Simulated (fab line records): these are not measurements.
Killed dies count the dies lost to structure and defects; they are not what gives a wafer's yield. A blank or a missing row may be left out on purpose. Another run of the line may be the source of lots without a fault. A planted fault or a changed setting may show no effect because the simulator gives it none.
What tool caused it? + flow berkeley-cmos170 + Sampling: 14 lots, 42 wafers, 4 of 331 route steps

## WHAT EACH GAUGE READ, for each wafer
UCB170_NWELL_THK_MEAS_05.
| lot  | measured    | on            | NWELL_NITRIDE_THK (nm) |
|------|-------------|---------------|------------------------|
| L996 | day 2 11:10 | film-metro-01 | 226.4 226.7 225.9      |
| L997 | day 2 11:11 | film-metro-03 | 223.9 223.8 226.2      |
| L998 | day 2 17:16 | film-metro-01 | 225.2 225.8 224.2      |
| L101 | day 3 10:14 | film-metro-03 | 223.7 225.8 223.3      |
| L102 | day 3 21:05 | film-metro-03 | 224.2 223.6 225.3      |
| L104 | day 4 02:07 | film-metro-02 | 225.5 223.6 223.8      |
| L106 | day 4 11:33 | film-metro-02 | 226.2 225.8 225.5      |
| L107 | day 4 17:00 | film-metro-03 | 226.5 224.8 227.1      |
| L108 | day 4 17:00 | film-metro-01 | 224.8 227.2 228.0      |
| L109 | day 4 23:52 | film-metro-01 | 223.4 219.7 223.3      |
| L110 | day 5 06:06 | film-metro-01 | 229.7 227.4 229.3      |
| L111 | day 5 17:41 | film-metro-01 | 226.9 226.4 227.0      |
| L113 | day 6 07:38 | film-metro-03 | 223.1 223.7 225.1      |
| L118 | day 7 01:23 | film-metro-03 | 221.9 221.9 220.0      |

UCB170_PWELL_TW_MEAS_17.
| lot  | measured    | on            | PWELL_TW          |
|------|-------------|---------------|-------------------|
| L996 | day 3 05:05 | film-metro-04 | 382.7 383.9 381.9 |
| L997 | day 3 04:53 | film-metro-01 | 386.8 385.8 385.5 |
| L998 | day 3 14:07 | film-metro-04 | 385.4 380.2 382.0 |
| L101 | day 4 04:42 | film-metro-03 | 383.0 382.3 381.0 |
| L102 | day 4 16:34 | film-metro-03 | 383.5 383.1 382.7 |
| L104 | day 4 21:26 | film-metro-04 | 382.8 382.1 381.6 |
| L106 | day 5 02:50 | film-metro-04 | 382.8 381.2 380.7 |
| L107 | day 5 14:01 | film-metro-03 | 380.2 383.5 380.6 |
| L108 | day 5 14:16 | film-metro-01 | 388.7 386.4 387.5 |
| L109 | day 5 22:34 | film-metro-01 | 386.6 385.6 387.9 |
| L110 | day 6 06:16 | film-metro-03 | 378.7 377.0 379.6 |
| L111 | day 6 10:44 | film-metro-03 | 379.5 379.1 379.5 |
| L113 | day 7 02:25 | film-metro-03 | 381.2 381.4 381.8 |
| L118 | day 8 03:19 | film-metro-03 | 381.9 382.8 381.1 |

UCB170_ACTIVE_OVL_MEAS_14.
| lot  | measured    | on         | ACTIVE_OVL (nm) |
|------|-------------|------------|-----------------|
| L996 | day 4 06:16 | overlay-02 | -9 -5 -5        |
| L997 | day 4 06:31 | overlay-02 | -5 4 0          |
| L998 | day 4 13:59 | overlay-01 | 1 1 9           |
| L101 | day 5 08:05 | overlay-02 | -5 -7 -9        |
| L102 | day 5 20:14 | overlay-02 | 6 12 8          |
| L104 | day 6 06:03 | overlay-02 | 0 -1 -3         |
| L106 | day 6 05:49 | overlay-02 | -1 -6 -2        |
| L107 | day 6 17:56 | overlay-01 | -1 -2 5         |
| L108 | day 6 18:10 | overlay-02 | -8 -3 -8        |
| L109 | day 7 03:16 | overlay-01 | 2 -1 3          |
| L110 | day 7 12:07 | overlay-01 | -2 -3 7         |
| L111 | day 8 00:30 | overlay-02 | 9 9 3           |
| L113 | day 8 10:38 | overlay-01 | -13 -5 -6       |
| L118 | day 9 09:08 | overlay-02 | 4 7 7           |

## TOOL THAT RAN EACH LOT (tool first, then ch and the chambers of the sampled wafers, then the start)
| lot  | UCB170_NWELL_HMDS_06             |
|------|----------------------------------|
| L996 | litho-track-02 ch 0, day 2 11:28 |
| L997 | litho-track-04 ch 0, day 2 11:24 |
| L998 | litho-track-04 ch 0, day 2 17:20 |
| L101 | litho-track-03 ch 0, day 3 10:26 |
| L102 | litho-track-04 ch 0, day 3 21:10 |
| L104 | litho-track-04 ch 0, day 4 02:11 |
| L106 | litho-track-03 ch 0, day 4 11:53 |
| L107 | litho-track-02 ch 0, day 4 17:14 |
| L108 | litho-track-03 ch 0, day 4 17:04 |
| L109 | litho-track-03 ch 0, day 5 00:12 |
| L110 | litho-track-04 ch 0, day 5 06:11 |
| L111 | litho-track-03 ch 0, day 5 17:44 |
| L113 | litho-track-02 ch 0, day 6 07:44 |
| L118 | litho-track-02 ch 0, day 7 01:39 |
- UCB170_NWELL_HMDS_06: prime time 60 s.

## AS READ BY THE TOOLS THEMSELVES (means over the sampled wafers that have a number; for cases with no such wafer, the mark the record gives instead)
UCB170_NWELL_HMDS_06.
| lot  | tool           | prime-temp-c (C) |
|------|----------------|------------------|
| L996 | litho-track-02 | 99.99            |
| L997 | litho-track-04 | 100.08           |
| L998 | litho-track-04 | 99.90            |
| L101 | litho-track-03 | 100.08           |
| L102 | litho-track-04 | 100.03           |
| L104 | litho-track-04 | 100.04           |
| L106 | litho-track-03 | 99.92            |
| L107 | litho-track-02 | 100.14           |
| L108 | litho-track-03 | 99.98            |
| L109 | litho-track-03 | 94.54            |
| L110 | litho-track-04 | 99.98            |
| L111 | litho-track-03 | 94.51            |
| L113 | litho-track-02 | 99.91            |
| L118 | litho-track-02 | 99.94            |

## THE ANSWER, worked out from the rows above alone
Rule: usual is defined by the lots themselves. The widest of any qualifying gaps counts: lots, ordered by their means at a reading, are off when they make up no more than a third of the lots, leave a main group of 4 or more, and stand apart from it by 3 or more times the standard deviation of that group's means. A main group whose means are all the same, to the digits that the tables above print for the reading, isn't used. Also off: a lot with no number at a reading for which 4 or more lots have one. All remaining lots with rows at the step are treated as sound. Order of review: gauges by route order, followed by the tools' own readings, for which a lot's mean as printed above is used. At the first step where some lot is off, the reading lying furthest off is the one used; lots without a number count as furthest.
Off at UCB170_NWELL_HMDS_06 (prime-temp-c): L109, L111. The main group: mean 100.00 C, standard deviation 0.073.
A tool fits if, at that step or a process step before it, it ran every lot that is off, and no sound lot after the first of them. One fits: litho-track-03 at UCB170_NWELL_HMDS_06. Its last sound lot is L108 (day 4 17:04), its first lot that is off L109 (day 5 00:12): a fault that began between those two fits.
The tool's own readings at UCB170_NWELL_HMDS_06 bear it out: on the lots that are off they differ by more than 5 times the standard deviation of the sound lots' means. prime-temp-c reads 94.53 C there against 100.00 C on the sound lots.

## WHAT THE SIMULATOR HAD INSERTED
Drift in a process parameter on litho-track-03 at UCB170_NWELL_HMDS_06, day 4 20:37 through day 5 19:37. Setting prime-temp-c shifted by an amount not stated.
Struck lots among those shown: L109, L111. The same result came from the rule above.
